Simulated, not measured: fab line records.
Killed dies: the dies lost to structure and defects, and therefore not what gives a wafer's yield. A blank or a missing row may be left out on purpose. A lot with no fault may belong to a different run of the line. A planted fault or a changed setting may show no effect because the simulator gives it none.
The same fault as seen by 2 desks -- flow rit cmos -- every desk sees just its own numbers, and what lay behind them comes last

== METROLOGY DESK ==
Means of the sampled wafers that have a number, per lot and without regard to the tool the lot ran on: this is what the gauges read. If a lot's mean is further than 4 standard deviations from the usual mean, the lot is out of limits and carries the mark OUT (the distance appears in the brackets).
Columns: A = PLDD_OVL at RIT_PLDD_OVL_MEAS_06, usual 0.4 nm; B = PSD_OVL at RIT_PSD_OVL_MEAS_06, usual -1.2 nm; C = NSD_RS at RIT_SDANNEAL_RS_MEAS_05, usual 84.5 ohm/sq
lot,first seen here,A,B,C
L523,day 2 20:23,1.6,-0.0,84.3
L524,day 3 05:58,0.6,-1.2,84.4
L525,day 3 09:53,0.0,-0.6,84.3
L526,day 3 14:37,0.1,-0.9,84.3
L527,day 3 18:51,2.4,-1.8,85.3
L529,day 4 02:42,0.6,0.2,84.1
L530,day 4 06:29,1.1,-0.8,84.3
L531,day 4 16:05,-1.0,-1.2,85.0
L533,day 4 22:55,-0.3,-1.2,84.3
L534,day 5 03:58,-0.7,-3.2,84.7
L543,day 7 03:16,-1.1,-0.3,84.8
L545,day 7 11:32,0.5,-1.8,84.6
L546,day 7 17:55,-1.2,-1.9,84.5
Finding of this desk: none of the 13 lots has anything out of limits.

== AT THE TOOL OWNER'S DESK: rie diel-01 ==
The tool's own readings at RIT_CONTACT_ETCH_11 (etches SiO2 in CHF3/CF4/Ar, stops on TiSi2, target depth 480 nm, time 315.2 s): means of the sampled wafers that have a number, for each lot that ran on this tool. If a lot's mean is further than 4 standard deviations from the usual mean, the lot is out of limits and carries the mark OUT (the distance appears in the brackets).
Columns: A = cf4 flow sccm at RIT_CONTACT_ETCH_11, usual 10.002 sccm; B = drypump motor current A at RIT_CONTACT_ETCH_11, usual 5.8 A; C = oes product au at RIT_CONTACT_ETCH_11, usual 0.991 a.u.; D = throttle valve pct at RIT_CONTACT_ETCH_11, usual 8.88 %
lot,first seen here,A,B,C,D
L526,day 3 23:28,10.004,5.7,0.995,8.87
L529,day 4 11:46,9.996,5.5,0.989,8.79
L533,day 5 09:19,9.991,5.4,1.001,8.78
L543,day 7 12:47,10.010,5.7,0.974,8.88
Finding of this desk: none of the 4 lots has anything out of limits.

== PUT TOGETHER ==
At the metrology desk, nothing out of limits was observed.
Nothing out of limits was seen by the tool owner's desk.

== WHAT THE SIMULATOR HAD PUT IN ==
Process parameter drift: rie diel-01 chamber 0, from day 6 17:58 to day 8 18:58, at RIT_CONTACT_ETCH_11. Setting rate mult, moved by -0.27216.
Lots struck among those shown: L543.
